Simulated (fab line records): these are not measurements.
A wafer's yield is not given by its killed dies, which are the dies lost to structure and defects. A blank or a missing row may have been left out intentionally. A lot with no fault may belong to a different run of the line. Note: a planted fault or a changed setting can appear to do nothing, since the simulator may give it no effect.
A sampling plan put to the test ; flow rit_cmos ; one line in one fab, 15 faults in these records, each fault weighed on the records of the lots it struck
The plan is the line's own looks: the steps of the route at which a gauge or an inspection reads the wafer and doesn't change it. Where struck wafers have a number at a look and the file lists that look's usual mean and standard deviation on fault-free wafers, the look can be judged. Caught: a look later than the fault's first step finds the struck wafers' mean 4 or more of those standard deviations (sigma) from the usual mean. On the tool: the same test on the tool's own readings at the fault's steps. Another recipe on the struck wafers, or a record that is blank for them alone, also counts as caught.

THE FAULTS, as the simulator had put them in
1. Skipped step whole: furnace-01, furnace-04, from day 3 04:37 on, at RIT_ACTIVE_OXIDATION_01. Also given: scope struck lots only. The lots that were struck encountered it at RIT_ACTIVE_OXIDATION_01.
2. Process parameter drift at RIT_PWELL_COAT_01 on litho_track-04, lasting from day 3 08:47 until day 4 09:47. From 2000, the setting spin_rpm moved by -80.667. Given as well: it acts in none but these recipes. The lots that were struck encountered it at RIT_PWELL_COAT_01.
3. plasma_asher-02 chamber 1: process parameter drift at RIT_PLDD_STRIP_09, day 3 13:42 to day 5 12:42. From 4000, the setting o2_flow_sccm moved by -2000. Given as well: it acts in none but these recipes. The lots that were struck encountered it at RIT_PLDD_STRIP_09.
4. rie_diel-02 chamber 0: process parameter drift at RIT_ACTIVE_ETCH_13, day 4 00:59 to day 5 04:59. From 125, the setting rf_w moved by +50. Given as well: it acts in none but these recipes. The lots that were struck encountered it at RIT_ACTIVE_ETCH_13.
5. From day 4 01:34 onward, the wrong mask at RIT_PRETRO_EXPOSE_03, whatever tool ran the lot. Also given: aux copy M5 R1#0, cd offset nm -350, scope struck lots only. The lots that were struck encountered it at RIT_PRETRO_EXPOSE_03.
6. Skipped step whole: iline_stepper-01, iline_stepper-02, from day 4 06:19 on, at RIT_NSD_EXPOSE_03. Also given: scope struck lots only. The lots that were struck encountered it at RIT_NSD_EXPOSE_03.
7. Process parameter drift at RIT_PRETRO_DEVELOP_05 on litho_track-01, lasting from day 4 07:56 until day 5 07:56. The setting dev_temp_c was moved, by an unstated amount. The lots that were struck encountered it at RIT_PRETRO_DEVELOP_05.
8. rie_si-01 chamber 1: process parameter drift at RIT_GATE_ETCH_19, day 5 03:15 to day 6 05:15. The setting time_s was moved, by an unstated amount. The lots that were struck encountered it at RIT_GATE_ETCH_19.
9. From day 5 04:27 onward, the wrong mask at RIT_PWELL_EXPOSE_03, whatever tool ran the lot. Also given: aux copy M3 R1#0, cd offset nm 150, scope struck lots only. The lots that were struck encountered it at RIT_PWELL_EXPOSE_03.
10. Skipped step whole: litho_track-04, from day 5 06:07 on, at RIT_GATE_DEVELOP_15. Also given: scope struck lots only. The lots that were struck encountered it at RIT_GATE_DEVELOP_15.
11. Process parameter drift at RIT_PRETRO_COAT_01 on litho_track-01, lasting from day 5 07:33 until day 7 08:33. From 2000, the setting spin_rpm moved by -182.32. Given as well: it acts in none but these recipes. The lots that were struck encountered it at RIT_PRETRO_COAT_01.
12. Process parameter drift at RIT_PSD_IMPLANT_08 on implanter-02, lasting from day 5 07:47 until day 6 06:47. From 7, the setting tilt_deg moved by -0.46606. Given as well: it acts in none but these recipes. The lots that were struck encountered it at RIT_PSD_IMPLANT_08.
13. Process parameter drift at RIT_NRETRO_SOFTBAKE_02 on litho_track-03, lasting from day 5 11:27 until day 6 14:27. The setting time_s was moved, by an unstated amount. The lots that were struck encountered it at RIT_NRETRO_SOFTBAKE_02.
14. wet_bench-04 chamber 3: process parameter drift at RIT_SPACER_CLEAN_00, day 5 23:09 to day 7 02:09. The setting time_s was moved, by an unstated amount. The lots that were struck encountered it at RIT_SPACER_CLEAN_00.
15. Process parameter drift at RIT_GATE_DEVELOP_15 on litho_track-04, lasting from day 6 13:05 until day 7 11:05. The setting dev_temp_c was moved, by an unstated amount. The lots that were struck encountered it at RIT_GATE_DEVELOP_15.

WHAT THE PLAN SAW
fault;on the tool itself;first look that catches it;reading, sigma;median hours from its first step to that look;hours from the fault's start to the first struck lot there;judged looks passed uncaught
1;the tool's record is blank for the struck wafers;no look after it can be judged;-;-;-;0
2;spin_speed_rpm -54 sigma;no look after it can be judged;-;-;-;0
3;o2_flow_sccm -99 or beyond sigma;no look after it can be judged;-;-;-;0
4;rf_fwd_power_W +99 or beyond sigma;no look after it can be judged;-;-;-;0
5;under 2 sigma;none of the 2 looks that can be judged after it;-;-;-;2
6;no reading that can be judged;none of the 2 looks that can be judged after it;-;-;-;2
7;developer_temp_C +22 sigma;not the one look that can be judged after it;-;-;-;1
8;run_length_s +13 sigma;no look after it can be judged;-;-;-;0
9;no reading that can be judged;no look after it can be judged;-;-;-;0
10;the tool's record is blank for the struck wafers;no look after it can be judged;-;-;-;0
11;spin_speed_rpm -99 or beyond sigma;not the one look that can be judged after it;-;-;-;1
12;tilt_deg -23 sigma;no look after it can be judged;-;-;-;0
13;run_length_s +48 sigma;no look after it can be judged;-;-;-;0
14;run_length_s +36 sigma;no look after it can be judged;-;-;-;0
15;developer_temp_C +23 sigma;RIT_GATE_CD_MEAS_16;cd_nm +4.9;0.7;3;0
A dash: the fault is not caught, or the number is missing from these records.

Caught at a look: 1 of 15. Caught on the tool: 12 of 15. By one or the other: 12 of 15.
Faults caught by the tool alone: 1, 2, 3, 4, 7, 8, 10, 11, 12, 13, 14.
Caught by neither: faults 5, 6, 9.

THINNER SAMPLING
In the worst case, this is how late the first struck lot would be measured if the look that catches a fault measured only every second or every third lot, by lot number:
fault;struck lots at that look, in order of time;every lot;every second lot;every third lot
15;L211, L214;3 h;18 h;may miss all 2
Hours are from the fault's start to the first struck lot that is measured. The limit of 4 sigma was tested on all struck wafers together, so one lot alone may lie under it. Other struck lots may not be in these records.

THE LONGEST TIMED WAY FROM STEP TO LOOK
Fault 15: a median of 0.7 hours passes between RIT_GATE_DEVELOP_15 and RIT_GATE_CD_MEAS_16. No look between them can be judged.
